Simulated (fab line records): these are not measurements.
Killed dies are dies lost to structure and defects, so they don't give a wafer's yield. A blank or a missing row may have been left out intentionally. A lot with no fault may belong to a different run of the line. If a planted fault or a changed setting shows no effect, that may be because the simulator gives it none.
Split-lot study -- flow berkeley cmos170 -- on a route of 331 steps: 5 lots, 23 wafers read

== THE SPLIT ITSELF ==
At UCB170_M3_SPUTTER_01 (material Al, target thk 900 nm, time 120 s), the setting power w was moved away from the recipe's 6000 W on 11 of the 23 wafers read, by -11.8% to +8.1%. For the rest of the wafers, this setting stayed at what the recipe calls for.

== FROM THE SPLIT TO THE READING: what the file shows between them, 2 steps ==
- UCB170_M3_RS_MEAS_02: measures by four-point-probe
- UCB170_M3_THK_MEAS_03: measures by xrf

== THE READING ==
oes product au, in a.u., at UCB170_M3_METAL_ETCH_18 (etches Al in Cl2/BCl3, stops on SiO2, target depth 1170 nm, time 195 s). Fault-free wafers of this fab line usually give 0.852 a.u., standard deviation 0.01 a.u.

wafer,"tool, chamber at the split","power w as run, W",against the recipe,"oes product au, a.u.",against lot-mates on the recipe
L075.2,"pvd sputter-04, -",6000,recipe,0.873,-
L075.3,"pvd sputter-04, -",6000,recipe,0.844,-
L075.4,"pvd sputter-04, -",6000,recipe,0.857,-
L074.2,"pvd sputter-01, -",6000,recipe,0.853,-
L074.3,"pvd sputter-01, -",6000,recipe,0.868,-
L074.4,"pvd sputter-01, -",5293,-11.8%,0.789,-0.072
L074.5,"pvd sputter-01, -",5293,-11.8%,0.785,-0.076
L074.6,"pvd sputter-01, -",5293,-11.8%,0.805,-0.055
L078.1,"pvd sputter-04, -",6000,recipe,0.863,-
L078.2,"pvd sputter-04, -",6485,+8.1%,0.902,+0.049
L078.3,"pvd sputter-04, -",6000,recipe,0.844,-
L078.4,"pvd sputter-04, -",6485,+8.1%,0.904,+0.051
L078.6,"pvd sputter-04, -",6485,+8.1%,0.890,+0.037
L081.1,"pvd sputter-02, -",5351,-10.8%,0.841,-0.026
L081.2,"pvd sputter-02, -",5351,-10.8%,0.802,-0.065
L081.3,"pvd sputter-02, -",6000,recipe,0.887,-
L081.4,"pvd sputter-02, -",5351,-10.8%,0.822,-0.045
L081.6,"pvd sputter-02, -",6000,recipe,0.848,-
L080.1,"pvd sputter-02, -",6181,+3.0%,0.861,+0.008
L080.2,"pvd sputter-02, -",6181,+3.0%,0.880,+0.027
L080.3,"pvd sputter-02, -",6000,recipe,0.861,-
L080.4,"pvd sputter-02, -",6000,recipe,0.855,-
L080.5,"pvd sputter-02, -",6000,recipe,0.843,-

FIT RESULTS
A straight line over all 23 wafers: oes product au changes by +0.00465 a.u. for each +1% of power w; r = +0.91; the points scatter about the line by 0.014 a.u.
The same after taking each lot's own level away (the mean of its wafers on the recipe; 23 wafers): +0.00521 a.u. for each +1%; r = +0.94; scatter 0.013 a.u.
According to that fit, moving power w by its largest amount changes the reading by 0.061 a.u.
The lots' own levels span 0.8530 to 0.8675 a.u., that is 1.4 times the standard deviation above.
So the slope is not independent of the lot-to-lot level: the two fits are not the same.
Check: with one of the wafers moved furthest among these (-11.8%) left out of the fit, the line predicts -0.0582 a.u. for it against its lot-mates. Against them it came out at -0.0715 a.u.

== THE OTHER SPLITS THESE WAFERS WENT THROUGH ==
Before the reading, these wafers also passed through other splits. Each is held against what the fit with the lots' levels taken away leaves over:
other split on the same wafers,wafers away from the commonest value,r with oes product au (lot level and that fit taken away)
UCB170_NSD_IMPLANT_08 dose cm2,10,-0.16
UCB170_BACKSIDE_SOFTBAKE_02 temp c,4,+0.01
UCB170_SILICIDE_SPUTTER_01 time s,7,+0.03
UCB170_V1_CVD_00 time s,8,+0.17
UCB170_V1_EXPOSE_09 dose mj,6,+0.05

== THE WHOLE CHAIN: every reading that the file lists as answering this split, in the file's order ==
step,what it does,reading,change (the file's fit),r (the file's)
UCB170_M3_SPUTTER_01,"material Al, target thk 900 nm, time 120 s","Al_of_M3_SPUTTER_01.thk nm (the simulator's own value, which no gauge read)",+9.37 nm for each +1% of the setting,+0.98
UCB170_M3_RS_MEAS_02,measures by four-point-probe,M3_AL_RS,-0.000365 for each +1% of the setting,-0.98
UCB170_M3_THK_MEAS_03,measures by xrf,M3_AL_THK,+9.37 for each +1% of the setting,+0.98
UCB170_M3_METAL_ETCH_18,"etches Al in Cl2/BCl3, stops on SiO2, target depth 1170 nm, time 195 s",oes product au,+0.00521 a.u. for each +1% of the setting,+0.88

== FILE'S OWN FIT ==
oes product au changes by +0.00521 a.u. for each +1% of power w, r = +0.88.
